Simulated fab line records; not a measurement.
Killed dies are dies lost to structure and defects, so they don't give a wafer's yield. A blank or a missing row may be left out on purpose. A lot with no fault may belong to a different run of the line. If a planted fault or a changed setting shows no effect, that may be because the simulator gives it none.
fab line records ; flow rit-cmos
record lots=7; wafers=21; last-day=7
route steps=202 shown GATE@79 FOX2@80 M1@202
lots untouched by any fault: they come from a run of this same line in which no faults occurred
start-h: the number of hours between the record's first day and the start of the first shown wafer of the lot ; wait-h: hours since the lot's step before ; " identical to the entry in the row above ; L1.1+2: several wafers, shown together as one row ; - no value, or no start given ; * or withheld: withheld ; < > ~ a bound
route shown NAME@n: a module of which the file shows steps, and the number in the route of the first ; usual: mean and standard deviation over wafers with no fault ; same: alike in all rows ; chamber/n: place in a boat ; sites: per-site readings ; _std_site: the values' standard deviation ; _edge_site: mean of outer sites minus mean of inner sites ; radius-mm: for every site, how far away it sits from the centre of the wafer ; mask NAME#n: copy n ; behind: the most recent tool/chamber to have shaped the wafer ; hold: the reason the lot was held/the length of the hold in hours/how it ended ; device: the transistor (n, p or np) that didn't switch ; end of line: the same wafers' tests at the end of the route ; where a step has no rows: the recipe by itself ; killed: dies that structure and defects cost at the first sort, which is not the same as the wafer's yield ; map: per-die view of a wafer (x killed, . not killed, _ where there is no die)
set.NAME: setting as actually run; set.NAME@STEP: the setting as run at that earlier step ; model.NAME: the simulator's own value behind a step, which no gauge read
a table for each step, a row for each wafer; lots at some steps of the route
services: when a tool's chamber went out of use (start-h, in hours from the record's first day, below 0 if earlier), for how many hours, and the reason
## steps
# step RIT_GATE_CLEAN_04
# recipe chemistry=dHF; dilution=50:1; time-s=60; dry=n2-spin
# step RIT_FOX2_THK_MEAS_91
# recipe reads=SiO2_of_FOX2_OXIDATION_00
# usual FIELD_OXIDE_LEFT_2_THK=256/8
lot.wafer;tool;chamber;start-h;wait-h;FIELD_OXIDE_LEFT_2_THK[nm]
L567.1;film-metro-04;-;59.27;0.0;269
L567.4;film-metro-04;-;59.27;0.0;269
L567.6;film-metro-04;-;59.27;0.0;263
L572.1;film-metro-01;-;85.97;0.0;263
L572.2;film-metro-01;-;85.97;0.0;256
L572.3;film-metro-01;-;85.97;0.0;262
L573.3;film-metro-01;-;91.94;0.0;262
L573.4;film-metro-01;-;91.94;0.0;260
L573.6;film-metro-01;-;91.94;0.0;264
L574.1;film-metro-02;-;96.29;0.0;257
L574.2;film-metro-02;-;96.29;0.0;256
L574.3;film-metro-02;-;96.29;0.0;258
L575.1;film-metro-04;-;100.63;0.0;259
L575.3;film-metro-04;-;100.63;0.0;259
L575.5;film-metro-04;-;100.63;0.0;258
L576.1;film-metro-01;-;105.19;0.0;252
L576.4;film-metro-01;-;105.19;0.0;258
L576.6;film-metro-01;-;105.19;0.0;260
L583.2;film-metro-01;-;142.06;0.0;262
L583.3;film-metro-01;-;142.06;0.0;260
L583.6;film-metro-01;-;142.06;0.0;261
# step RIT_GATE_OXIDATION_05
# recipe temp-c=900; ambient=O2; target-thk-a=30; ox-time-s=270
# step RIT_GATE_ANNEAL_06
# recipe temp-c=900; time-s=600; ambient=N2O
# step RIT_GATE_THK_MEAS_07
# recipe reads=SiO2_of_GATE_OXIDATION_05
# usual GATE_OXIDE_THK=3.02/0.059
lot.wafer;tool;chamber;start-h;wait-h;GATE_OXIDE_THK[nm]
L567.1;film-metro-02;-;63.14;0.0;3.11
L567.4;film-metro-02;-;63.14;0.0;3.03
L567.6;film-metro-02;-;63.14;0.0;3.04
L572.1;film-metro-01;-;89.92;0.0;2.95
L572.2;film-metro-01;-;89.92;0.0;2.91
L572.3;film-metro-01;-;89.92;0.0;3.04
L573.3;film-metro-04;-;95.83;0.0;3.01
L573.4;film-metro-04;-;95.83;0.0;2.97
L573.6;film-metro-04;-;95.83;0.0;2.98
L574.1;film-metro-04;-;97.99;0.0;3.11
L574.2;film-metro-04;-;97.99;0.0;3.04
L574.3;film-metro-04;-;97.99;0.0;3.02
L575.1;film-metro-01;-;105.54;0.0;3.10
L575.3;film-metro-01;-;105.54;0.0;2.98
L575.5;film-metro-01;-;105.54;0.0;3.00
L576.1;film-metro-01;-;109.31;0.0;2.99
L576.4;film-metro-01;-;109.31;0.0;3.00
L576.6;film-metro-01;-;109.31;0.0;2.94
L583.2;film-metro-02;-;144.21;0.0;3.13
L583.3;film-metro-02;-;144.21;0.0;3.12
L583.6;film-metro-02;-;144.21;0.0;3.08
# step RIT_GATE_CVD_08
# recipe material=poly-Si; target-thk-nm=250; temp-c=610; precursor=SiH4; time-s=2220; pressure-mtorr=300; sih4-flow-sccm=100
# step RIT_GATE_THK_MEAS_09
# recipe reads=poly-Si_of_GATE_CVD_08
# usual GATE_POLY_THK=250.6/2.8
lot.wafer;tool;chamber;start-h;wait-h;GATE_POLY_THK[nm]
L567.1;film-metro-01;-;64.81;0.0;250.0
L567.4;film-metro-01;-;64.81;0.0;252.0
L567.6;film-metro-01;-;64.81;0.0;252.7
L572.1;film-metro-02;-;91.60;0.0;247.5
L572.2;film-metro-02;-;91.60;0.0;247.5
L572.3;film-metro-02;-;91.60;0.0;248.6
L573.3;film-metro-04;-;97.50;0.0;249.7
L573.4;film-metro-04;-;97.50;0.0;249.8
L573.6;film-metro-04;-;97.50;0.0;247.7
L574.1;film-metro-01;-;99.67;0.0;249.7
L574.2;film-metro-01;-;99.67;0.0;253.0
L574.3;film-metro-01;-;99.67;0.0;251.6
L575.1;film-metro-02;-;107.22;0.0;248.6
L575.3;film-metro-02;-;107.22;0.0;248.2
L575.5;film-metro-02;-;107.22;0.0;248.9
L576.1;film-metro-04;-;112.17;0.0;250.9
L576.4;film-metro-04;-;112.17;0.0;252.8
L576.6;film-metro-04;-;112.17;0.0;253.0
L583.2;film-metro-02;-;145.98;0.0;258.3
L583.3;film-metro-02;-;145.98;0.0;257.1
L583.6;film-metro-02;-;145.98;0.0;258.1
# step RIT_GATE_HMDS_10
# recipe prime-time-s=60; prime-temp-c=140
# step RIT_GATE_COAT_11
# recipe resist=NOVOLAK; spin-rpm=4250; resist-thk-nm=850
# step RIT_GATE_SOFTBAKE_12
# recipe resist=NOVOLAK; temp-c=90; time-s=60
# step RIT_GATE_EXPOSE_13
# recipe mask-id=M6; na=0.6; source-shape=conventional; sigma-outer=0.6; target-cd-nm=150; dose-mj=380
# step RIT_GATE_PEB_14
# recipe resist=NOVOLAK; temp-c=withheld; time-s=withheld
# step RIT_GATE_DEVELOP_15
# recipe resist=NOVOLAK; develop-time-s=50; dev-temp-c=23
lot.wafer;tool;chamber;start-h;wait-h
L567.1+4+6;litho-track-04;0;65;-
L572.1+2+3;litho-track-03;0;92;-
L573.3+4+6;litho-track-04;0;98;-
L574.1+2+3;litho-track-04;0;100;-
L575.1+3+5;litho-track-03;0;108;-
L576.1+4+6;litho-track-04;0;113;-
L583.2+3+6;litho-track-03;0;146;-
# step RIT_GATE_CD_MEAS_16
# recipe target-cd-nm=150
# usual cd-nm=148.8/2.4
lot.wafer;tool;chamber;start-h;wait-h;cd-nm
L567.1;cd-sem-01;-;65.72;-;144.8
L567.4;cd-sem-01;-;65.72;-;143.8
L567.6;cd-sem-01;-;65.72;-;143.2
L572.1;cd-sem-02;-;92.63;-;147.4
L572.2;cd-sem-02;-;92.63;-;150.0
L572.3;cd-sem-02;-;92.63;-;147.4
L573.3;cd-sem-02;-;98.43;-;152.7
L573.4;cd-sem-02;-;98.43;-;154.8
L573.6;cd-sem-02;-;98.43;-;152.7
L574.1;cd-sem-01;-;100.67;-;153.9
L574.2;cd-sem-01;-;100.67;-;153.7
L574.3;cd-sem-01;-;100.67;-;155.1
L575.1;cd-sem-02;-;108.25;-;148.5
L575.3;cd-sem-02;-;108.25;-;148.6
L575.5;cd-sem-02;-;108.25;-;145.1
L576.1;cd-sem-02;-;113.53;-;150.6
L576.4;cd-sem-02;-;113.53;-;149.6
L576.6;cd-sem-02;-;113.53;-;147.5
L583.2;cd-sem-02;-;146.90;-;146.3
L583.3;cd-sem-02;-;146.90;-;146.4
L583.6;cd-sem-02;-;146.90;-;147.4
# step RIT_GATE_OVL_MEAS_17
# usual GATE_OVL=-0.3/2
lot.wafer;tool;chamber;start-h;wait-h;GATE_OVL[nm]
L567.1;overlay-02;-;65.84;0.1;1.8
L567.4;overlay-02;-;65.84;0.1;3.2
L567.6;overlay-02;-;65.84;0.1;2.2
L572.1;overlay-01;-;92.75;0.1;1.2
L572.2;overlay-01;-;92.75;0.1;-0.2
L572.3;overlay-01;-;92.75;0.1;0.0
L573.3;overlay-02;-;98.52;0.1;3.3
L573.4;overlay-02;-;98.52;0.1;3.4
L573.6;overlay-02;-;98.52;0.1;4.4
L574.1;overlay-01;-;100.79;0.1;-2.1
L574.2;overlay-01;-;100.79;0.1;-0.1
L574.3;overlay-01;-;100.79;0.1;-0.9
L575.1;overlay-02;-;108.37;0.1;-1.5
L575.3;overlay-02;-;108.37;0.1;-1.9
L575.5;overlay-02;-;108.37;0.1;-2.0
L576.1;overlay-02;-;113.65;0.1;0.5
L576.4;overlay-02;-;113.65;0.1;-0.7
L576.6;overlay-02;-;113.65;0.1;1.8
L583.2;overlay-02;-;147.01;0.1;-1.0
L583.3;overlay-02;-;147.01;0.1;-0.8
L583.6;overlay-02;-;147.01;0.1;1.7
# step RIT_GATE_HARDBAKE_18
# recipe resist=NOVOLAK; temp-c=140; time-s=60
# step RIT_GATE_ETCH_19
# recipe chemistry=SF6/CHF3/O2; time-s=165; SF6_flow_sccm=30; CHF3_flow_sccm=30; O2_flow_sccm=5; target=poly-Si; pressure-mtorr=40; rf-w=160; target-depth-a=3125; over-etch-frac=0.25; stop-on=SiO2
# usual O2_flow_sccm=5.001/0.017; SF6_flow_sccm=30.01/0.084; chamber-pressure-mTorr=40.00/0.039; drypump-motor-current-A=5.75/0.28; oes-product-au=0.854/0.019; throttle-valve-pct=10.23/0.14
lot.wafer;tool;chamber;start-h;wait-h;O2_flow_sccm;SF6_flow_sccm;chamber-pressure-mTorr;drypump-motor-current-A;oes-product-au;rf-hours-counter-h;throttle-valve-pct;model.GATE.cd-nm
L567.1;rie-si-02;1;66.03;0.1;4.985;30.07;40.06;5.76;0.846;2;10.24;145.2
L567.4;rie-si-02;0;66.03;0.1;5.018;30.02;40.09;5.76;0.874;73;10.18;144
L567.6;rie-si-02;0;66.03;0.1;5.015;30.12;40.00;5.75;0.887;-;10.17;143.1
L572.1;rie-si-01;2;92.94;0.1;4.969;29.93;40.07;5.79;0.865;61;10.32;147.2
L572.2;rie-si-01;3;92.94;0.1;4.983;30.02;39.98;6.10;0.853;0;10.39;150.2
L572.3;rie-si-01;1;92.94;0.1;4.967;30.06;40.03;5.28;0.834;1;10.37;147.1
L573.3;rie-si-02;3;98.78;0.1;5.011;30.08;40.00;6.26;0.824;20;10.22;152.4
L573.4;rie-si-02;2;98.78;0.1;4.993;30.03;40.05;5.47;0.830;86;10.19;154.6
L573.6;rie-si-02;3;98.78;0.1;5.027;29.91;39.97;6.24;0.816;-;10.22;152.5
L574.1;rie-si-01;3;100.98;0.1;5.010;30.02;39.98;6.04;0.852;0;10.38;154.2
L574.2;rie-si-01;0;100.98;0.1;5.000;30.12;39.98;5.50;0.879;113;9.91;153.9
L574.3;rie-si-01;2;100.98;0.1;4.998;29.91;40.04;5.79;0.872;61;10.32;155.3
L575.1;rie-si-02;3;108.56;0.1;4.990;29.97;39.95;6.26;0.830;20;10.20;148.2
L575.3;rie-si-02;1;108.56;0.1;5.006;29.90;40.11;5.78;0.843;3;10.24;148.7
L575.5;rie-si-02;2;108.56;0.1;5.037;29.98;40.00;5.45;0.827;-;10.19;145.2
L576.1;rie-si-01;3;113.84;0.1;4.994;29.97;40.22;6.06;0.864;1;10.39;150.7
L576.4;rie-si-01;0;113.84;0.1;4.991;30.06;40.04;5.56;0.877;113;9.92;150.1
L576.6;rie-si-01;0;113.84;0.1;4.992;30.03;39.93;5.53;0.869;-;9.93;147.6
L583.2;rie-si-02;0;147.19;0.1;4.989;30.06;39.98;5.77;0.881;74;10.18;146.4
L583.3;rie-si-02;2;147.19;0.1;5.031;29.97;39.99;5.46;0.852;87;10.19;146.1
L583.6;rie-si-02;0;147.19;0.1;4.977;30.01;40.01;5.77;0.886;-;10.18;147.4
# step RIT_GATE_STRIP_20
# recipe chemistry=O2; time-s=180; resist=NOVOLAK; platen-temp-c=withheld; power-w=500; pressure-mtorr=4000; o2-flow-sccm=4000
# usual chamber-pressure-mTorr=3999/3.7; drypump-motor-current-A=5.8/0.46
lot.wafer;tool;chamber;start-h;wait-h;chamber-pressure-mTorr;drypump-motor-current-A;rf-hours-counter-h
L567.1;plasma-asher-04;0;66.14;0.1;3998;6.5;42
L567.4;plasma-asher-04;0;66.14;0.1;4001;6.5;-
L567.6;plasma-asher-04;0;66.14;0.1;3993;6.5;-
L572.1;plasma-asher-03;1;93.05;0.1;4001;5.6;45
L572.2;plasma-asher-03;0;93.05;0.1;4000;5.7;45
L572.3;plasma-asher-03;0;93.05;0.1;3996;5.6;-
L573.3;plasma-asher-04;0;98.95;0.1;4000;6.6;-
L573.4;plasma-asher-04;1;98.95;0.1;4004;6.1;-
L573.6;plasma-asher-04;0;98.95;0.1;4004;6.6;-
L574.1;plasma-asher-04;1;101.09;0.1;3996;6.1;46
L574.2;plasma-asher-04;0;101.09;0.1;4002;6.5;46
L574.3;plasma-asher-04;1;101.09;0.1;3994;6.1;-
L575.1;plasma-asher-03;0;108.67;0.1;3997;5.7;47
L575.3;plasma-asher-03;1;108.67;0.1;3995;5.6;-
L575.5;plasma-asher-03;0;108.67;0.1;3996;5.7;-
L576.1;plasma-asher-01;1;113.95;0.1;4001;5.1;32
L576.4;plasma-asher-01;0;113.95;0.1;3998;5.6;-
L576.6;plasma-asher-01;1;113.95;0.1;3999;5.1;-
L583.2;plasma-asher-03;1;147.29;0.1;4004;5.6;3
L583.3;plasma-asher-03;1;147.29;0.1;3998;5.6;-
L583.6;plasma-asher-03;0;147.29;0.1;3995;5.6;-
# step RIT_M1_PROBE_99
# usual killed-at-contacts=0.1/0.23; killed-at-front-end=6.7/2.7; killed-dies=6.7/2.7; killed-open=3.2/1.8; killed-short=3.5/1.9
# same gross-dies=264; killed_at_M0_to_M3=0; killed_at_M4_up=0; killed-at-back-side=0; killed-at-other=0
lot.wafer;tool;chamber;start-h;wait-h;killed-at-contacts;killed-at-front-end;killed-dies;killed-open;killed-short;model.etest.pmos_0p15.r-on-ohm-um;model.etest.nmos_0p15.drive-ua-um;model.etest.pmos_0p15.drive-ua-um;model.etest.npoly-line.line-ohm-um;model.etest.ppoly-line.line-ohm-um;model.etest.npoly-line.width-nm;model.etest.ppoly-line.width-nm;model.etest.ring.delay-ps
L567.1;prober-02;-;86.39;0.1;0;5;5;2;3;2848;477.2;247.2;179.1;170.8;96.24;97.85;26.36
L567.4;prober-02;-;86.54;0.2;0;6;6;4;2;2821;484.7;251.4;179.1;172.3;95.28;95.94;26.18
L567.6;prober-02;-;86.64;0.2;1;10;11;6;5;2748;505.5;260.9;180;172.8;95.32;95.84;25.14
L572.1;prober-02;-;112.75;0.1;0;5;5;2;3;2823;487;253.7;173.5;166.4;96.75;99.08;26.27
L572.2;prober-02;-;112.80;0.1;0;7;7;3;4;2777;489.7;258.3;166.2;160;101.2;102.3;26.62
L572.3;prober-02;-;112.85;0.2;0;7;7;3;4;2793;490.1;258.3;174;167.2;98.9;99.5;26.3
L573.3;prober-01;-;120.36;0.2;0;9;9;2;6;2741;471.2;258.2;165.8;155.3;104.9;105.3;27.27
L573.4;prober-01;-;120.41;0.2;0;5;5;3;2;2787;464.5;256.4;159.1;153.3;107.3;108.2;27.86
L573.6;prober-01;-;120.51;0.2;0;7;7;1;5;2712;471.9;262;163.4;154.7;105.5;105.7;27.42
L574.1;prober-02;-;125.25;0.1;0;4;4;3;1;2890;438.9;238.5;160.5;154.5;105.7;106.2;28.8
L574.2;prober-02;-;125.30;0.1;0;5;5;3;2;2898;443.4;239;160.8;150.6;105.4;105.8;28.63
L574.3;prober-02;-;125.35;0.2;0;4;4;2;2;2907;438.4;240.5;158.8;150.2;106.8;107.1;29.02
L575.1;prober-01;-;130.03;0.1;0;3;3;1;1;2804;472.4;252.6;169.1;168.8;100.1;101.3;26.86
L575.3;prober-01;-;130.13;0.2;0;6;6;3;2;2711;485.7;261.9;170.7;159.5;100.9;101.3;26.43
L575.5;prober-01;-;130.23;0.2;0;14;14;4;8;2633;495;269.9;177.5;167.9;96.89;98.12;25.3
L576.1;prober-02;-;134.44;0.1;0;8;8;3;5;2782;464.9;254;165.9;161.9;102.2;102.9;27.38
L576.4;prober-02;-;134.59;0.2;1;9;10;7;3;2753;468.4;261;165.6;158.6;101.6;102.5;27.22
L576.6;prober-02;-;134.69;0.2;0;4;4;2;2;2735;485.9;263.5;172.8;164.5;98.99;99.71;26.17
L583.2;prober-01;-;169.62;0.1;0;5;5;2;3;2824;471.2;249.7;170.7;166.9;98.42;99.29;26.94
L583.3;prober-01;-;169.67;0.2;0;10;10;4;6;2845;483.1;254.8;174.4;168.3;97.67;98.56;26.32
L583.6;prober-01;-;169.82;0.2;0;7;7;4;3;2791;475.1;255.7;169;164.1;99.56;99.96;26.59
# killed by level:class
L567.1 GATE:geometric-particle:short=2 GATE:geometric-particle:open=1 SILICIDE:geometric-particle:short=1 SILICIDE:geometric-particle:open=1
L567.4 GATE:geometric-particle:short=2 SPACER:geometric-particle:open=2 FOX2:geometric-particle:open=1 GATE:geometric-particle:open=1
L567.6 GATE:geometric-particle:short=5 GATE:geometric-particle:open=3 FOX2:geometric-particle:open=1 SPACER:geometric-particle:open=1 CONTACT:geometric-particle:open=1
L572.1 GATE:geometric-particle:open=1 GATE:geometric-particle:short=1 REOX:geometric-particle:short=1 SILICIDE:geometric-particle:short=1 SILICIDE:geometric-particle:open=1
L572.2 GATE:geometric-particle:short=4 GATE:geometric-particle:open=1 SPACER:geometric-particle:open=1 SILICIDE:geometric-particle:open=1
L572.3 FOX2:geometric-particle:short=2 SILICIDE:geometric-particle:short=2 FOX2:geometric-particle:open=1 GATE:geometric-particle:open=1 SILICIDE:geometric-particle:open=1
L573.3 FOX1:geometric-particle:open=2 GATE:geometric-particle:short=2 REOX:geometric-particle:short=2 FOX1:geometric-particle:short=1 SPACER:geometric-particle:short=1 NSD:coat-microbubble-printed=1
L573.4 REOX:geometric-particle:open=2 FOX2:geometric-particle:short=1 SPACER:geometric-particle:short=1 SILICIDE:geometric-particle:open=1
L573.6 FOX1:geometric-particle:short=1 FOX1:geometric-particle:open=1 FOX2:geometric-particle:short=1 GATE:geometric-particle:short=1 SPACER:geometric-particle:short=1 SILICIDE:geometric-particle:short=1 NSD:coat-microbubble-printed=1
L574.1 GATE:geometric-particle:open=3 GATE:geometric-particle:short=1
L574.2 GATE:geometric-particle:open=2 GATE:geometric-particle:short=1 REOX:geometric-particle:short=1 SILICIDE:geometric-particle:open=1
L574.3 GATE:geometric-particle:open=1 GATE:geometric-particle:short=1 SPACER:geometric-particle:short=1 SILICIDE:geometric-particle:open=1
L575.1 FOX1:geometric-particle:short=1 GATE:geometric-particle:open=1 NLDD:coat-microbubble-printed=1
L575.3 GATE:geometric-particle:open=2 SPACER:geometric-particle:open=1 SPACER:geometric-particle:short=1 SILICIDE:geometric-particle:short=1 NLDD:coat-microbubble-printed=1
L575.5 GATE:geometric-particle:short=4 NLDD:coat-microbubble-printed=2 FOX1:geometric-particle:short=1 FOX1:geometric-particle:open=1 FOX2:geometric-particle:short=1 REOX:geometric-particle:short=1 REOX:geometric-particle:open=1 SPACER:geometric-particle:open=1
L576.1 GATE:geometric-particle:short=4 GATE:geometric-particle:open=2 REOX:geometric-particle:open=1 REOX:geometric-particle:short=1
L576.4 GATE:geometric-particle:short=3 GATE:geometric-particle:open=2 FOX1:geometric-particle:open=1 REOX:geometric-particle:open=1 SPACER:geometric-particle:open=1 SILICIDE:geometric-particle:open=1 CONTACT:geometric-particle:open=1
L576.6 GATE:geometric-particle:short=2 GATE:geometric-particle:open=2
L583.2 FOX1:geometric-particle:open=2 FOX1:geometric-particle:short=1 GATE:geometric-particle:short=1 SPACER:geometric-particle:short=1
L583.3 SPACER:geometric-particle:open=3 SPACER:geometric-particle:short=3 GATE:geometric-particle:short=2 FOX1:geometric-particle:open=1 REOX:geometric-particle:short=1
L583.6 FOX1:geometric-particle:open=1 FOX2:geometric-particle:short=1 FOX2:geometric-particle:open=1 GATE:geometric-particle:open=1 GATE:geometric-particle:short=1 REOX:geometric-particle:open=1 SPACER:geometric-particle:short=1
## services
tool;chamber;start-h;hours;kind
rie-si-01;1;95.19;8.6;repair
plasma-asher-03;-;108.84;9.0;pm
plasma-asher-03;0;108.84;9.0;vent-cycle
plasma-asher-03;1;108.84;9.0;vent-cycle
plasma-asher-03;0;117.84;-;clean
plasma-asher-03;1;117.84;-;clean
rie-si-02;0;131.71;5.1;repair
## key
first-sign step=RIT_GATE_CD_MEAS_16; reading=cd-nm; direction=up; sigmas=1.5; usual=148.8; struck=152.3; wafers-moved=3; through=control-loop
effect none on later readings
model-effect step=RIT_GATE_ETCH_19; value=GATE.cd-nm; without=147.7; struck=152.4
model-effect step=RIT_M1_PROBE_99; value=etest.pmos_0p15.r-on-ohm-um; without=2694; struck=2801
met-at RIT_GATE_DEVELOP_15
struck-wafers L573.3,L573.4,L573.6,L574.1,L574.2,L574.3,L576.1,L576.4,L576.6
tester-left-out L573,L574,L576
loop-trim step=RIT_GATE_EXPOSE_13; setting=dose; lots=L574,L576
onset-between 65 98
fault kind=process-parameter-drift; tool=litho-track-04; chamber=-; onset-h=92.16; steps=RIT_GATE_DEVELOP_15; channel=develop-time-s; offset=*; shape=step; end-h=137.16; acts-in=*; stated=*
# tester-left-out: of these lots the tester's yield and bins aren't shown, on N5 and GAA mostly nor the transistor test; their killed dies are dies lost to structure and defects alone, not to doping, threshold or leakage, so they don't give the yield
# loop-trim: a control loop set the setting to another value than it would have without faults
